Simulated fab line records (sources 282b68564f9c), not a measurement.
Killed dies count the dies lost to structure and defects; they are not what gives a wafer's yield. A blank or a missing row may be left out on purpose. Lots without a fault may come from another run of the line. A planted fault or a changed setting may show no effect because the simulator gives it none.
fab line records    flow ritCmos
record lots=15  wafers=45  lastDay=7
route steps=202 shown NWELL@37 PWELL@49
lots that met no fault: taken from a fault-free run of the same line
startH: start of the lot's first displayed wafer, in hours after the record's first day    waitH: hours from the lot's prior step to this one    " identical to the entry in the row above    L1.1+2: a row that stands for several wafers    - no value, or no start was given    * or withheld: withheld    < > ~ a bound
route shown NAME@n: names a module that has steps shown in the file, with the first one's number in the route    usual: the fault-free wafers' mean and standard deviation    same: alike in all rows    chamber/n: place in a boat    sites: the reading at each site    _std_site: standard deviation of those values    _edge_site: inner sites' mean taken away from outer sites' mean    radiusMm: for every site, how far away it sits from the centre of the wafer    mask NAME#n: copy n    behind: the most recent tool/chamber to have shaped the wafer    hold: why the lot was held/for how many hours/how that ended    device: whichever transistor did not switch (one of n, p or np)    end of line: the tests these same wafers got at the end of their route    a step given without rows: its recipe and nothing more    killed: dies that structure and defects cost at the first sort, which is not the same as the wafer's yield    map: per-die view of a wafer (x killed, . not killed, _ where there is no die)
set.NAME: setting as actually run; set.NAME@STEP: the setting as run at that earlier step    model.NAME: the simulator's own value behind a step, which no gauge read
a sample of lots followed through the steps of the route, with each step as a table and each wafer as a row
services: the hour from which a tool's chamber was out of use, counted from the record's first day as startH (under 0 if before that day), plus the number of hours and why
## steps
# step RIT_NWELL_STRIP_09
# recipe chemistry=O2  timeS=180  resist=NOVOLAK  platenTempC=withheld  powerW=500  pressureMtorr=4000  o2FlowSccm=4000
# usual chamberPressureMTorr=4000/3.5  drypumpMotorCurrentA=5.23/0.24
lot.wafer  tool            chamber  startH  waitH  chamberPressureMTorr  drypumpMotorCurrentA  rfHoursCounterH
L373.2     plasmaAsher-02  1        26.17   0.1    3999                  5.09                  39
L373.4     "               1        "       "      4001                  5.09                  -
L373.5     "               1        "       "      4003                  5.10                  -
L374.2     plasmaAsher-04  1        31.48   0.1    4003                  4.96                  39
L374.3     "               0        "       "      3996                  5.04                  -
L374.5     "               0        "       "      3996                  5.04                  -
L375.1     plasmaAsher-02  1        36.00   0.1    4001                  5.08                  40
L375.3     "               1        "       "      3999                  5.07                  -
L375.4     "               0        "       "      4007                  5.51                  -
L376.1     plasmaAsher-02  0        41.05   0.1    4002                  5.52                  41
L376.5     "               1        "       "      4002                  5.10                  -
L376.6     "               0        "       "      3999                  5.54                  -
L377.1     plasmaAsher-04  1        45.82   0.1    4007                  4.95                  40
L377.2     "               0        "       "      4000                  5.07                  40
L377.5     "               1        "       "      4004                  4.95                  -
L378.1     plasmaAsher-04  0        50.62   0.1    3995                  5.07                  41
L378.2     "               1        "       "      3997                  4.95                  41
L378.3     "               0        "       "      4000                  5.07                  -
L379.4     plasmaAsher-01  1        56.45   0.1    -                     -                     -
L379.5     "               0        "       "      -                     -                     -
L379.6     "               1        "       "      -                     -                     -
L380.1     plasmaAsher-01  0        60.89   0.1    -                     -                     -
L380.3     "               1        "       "      -                     -                     -
L380.5     "               1        "       "      -                     -                     -
L381.1     plasmaAsher-01  1        67.06   0.1    -                     -                     -
L381.2     "               0        "       "      -                     -                     -
L381.3     "               1        "       "      -                     -                     -
L384.2     plasmaAsher-04  0        81.87   0.1    4000                  5.03                  44
L384.4     "               1        "       "      4000                  4.91                  -
L384.6     "               1        "       "      3999                  4.92                  -
L388.1     plasmaAsher-01  0        106.30  0.1    4001                  5.47                  45
L388.3     "               1        "       "      4001                  5.50                  -
L388.4     "               0        "       "      4000                  5.48                  -
L391.1     plasmaAsher-01  1        122.32  0.1    4008                  5.45                  1
L391.3     "               0        "       "      4001                  5.49                  -
L391.5     "               0        "       "      3994                  5.49                  -
L392.4     plasmaAsher-04  0        123.98  0.1    3994                  5.06                  -
L392.5     "               0        "       "      3998                  5.03                  -
L392.6     "               1        "       "      4003                  4.95                  -
L394.2     plasmaAsher-04  1        134.56  0.1    3995                  4.89                  49
L394.3     "               1        "       "      4007                  4.93                  -
L394.6     "               0        "       "      4003                  5.04                  -
L395.3     plasmaAsher-01  0        139.31  0.1    3999                  5.48                  -
L395.4     "               1        "       "      4001                  5.42                  -
L395.5     "               0        "       "      4002                  5.47                  -
# step RIT_PWELL_TW_MEAS_10
# usual PWELL_TW=958/8.6
lot.wafer  tool          chamber  startH  waitH  PWELL_TW
L373.2     filmMetro-03  -        28.10   0.1    940
L373.4     "             -        "       "      945
L373.5     "             -        "       "      945
L374.2     filmMetro-04  -        33.34   0.1    974
L374.3     "             -        "       "      968
L374.5     "             -        "       "      967
L375.1     filmMetro-01  -        37.73   0.1    966
L375.3     "             -        "       "      969
L375.4     "             -        "       "      972
L376.1     filmMetro-03  -        43.03   0.1    948
L376.5     "             -        "       "      946
L376.6     "             -        "       "      947
L377.1     filmMetro-04  -        47.69   0.1    962
L377.2     "             -        "       "      958
L377.5     "             -        "       "      962
L378.1     filmMetro-04  -        52.47   0.1    965
L378.2     "             -        "       "      962
L378.3     "             -        "       "      960
L379.4     filmMetro-04  -        58.27   0.1    30
L379.5     "             -        "       "      30
L379.6     "             -        "       "      30
L380.1     filmMetro-03  -        62.61   0.1    30
L380.3     "             -        "       "      30
L380.5     "             -        "       "      30
L381.1     filmMetro-04  -        68.78   0.1    31
L381.2     "             -        "       "      30
L381.3     "             -        "       "      30
L384.2     filmMetro-04  -        83.67   0.1    970
L384.4     "             -        "       "      961
L384.6     "             -        "       "      971
L388.1     filmMetro-03  -        108.03  0.1    951
L388.3     "             -        "       "      956
L388.4     "             -        "       "      954
L391.1     filmMetro-01  -        124.04  0.1    973
L391.3     "             -        "       "      968
L391.5     "             -        "       "      969
L392.4     filmMetro-04  -        125.80  0.1    962
L392.5     "             -        "       "      957
L392.6     "             -        "       "      953
L394.2     filmMetro-01  -        136.42  0.1    971
L394.3     "             -        "       "      964
L394.6     "             -        "       "      967
L395.3     filmMetro-04  -        141.12  0.1    959
L395.4     "             -        "       "      961
L395.5     "             -        "       "      957
## services
tool            chamber  startH  hours  kind
plasmaAsher-01  -        87.05   0.5    repair
plasmaAsher-01  -        108.75  9.0    pm
plasmaAsher-01  0        108.75  9.0    ventCycle
plasmaAsher-01  1        108.75  9.0    ventCycle
plasmaAsher-01  0        117.75  -      clean
plasmaAsher-01  1        117.75  -      clean
plasmaAsher-02  -        119.68  1.4    repair
## key
firstSign step=RIT_NWELL_STRIP_09  reading=toolRecord  direction=missing
effect step=RIT_PWELL_TW_MEAS_10  reading=PWELL_TW  direction=down  sigmas=99+  usual=958  struck=30
metAt RIT_NWELL_STRIP_09
struckLots L379,L380,L381
laterRowsLeftOut L379.4,L379.5,L379.6,L380.1,L380.3,L380.5,L381.1,L381.2,L381.3
sortLeftOut L379.4,L379.5,L379.6,L380.1,L380.3,L380.5,L381.1,L381.2,L381.3
testerLeftOut L379,L380,L381
fault kind=skippedStepWhole  tool=plasmaAsher-01  chamber=-  onsetH=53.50  steps=RIT_NWELL_STRIP_09  scope=struckLotsOnly
# testerLeftOut: of these lots the tester's yield and bins aren't shown, on N5 and GAA mostly nor the transistor test; their killed dies are dies lost to structure and defects alone, not to doping, threshold or leakage, so they don't give the yield
# sortLeftOut: the simulated sort isn't trusted on such a fault, so these wafers' sort isn't shown, and their yield isn't known
# laterRowsLeftOut: the simulator's readings of these wafers behind a module that went badly wrong aren't trusted and aren't shown, but for the sort
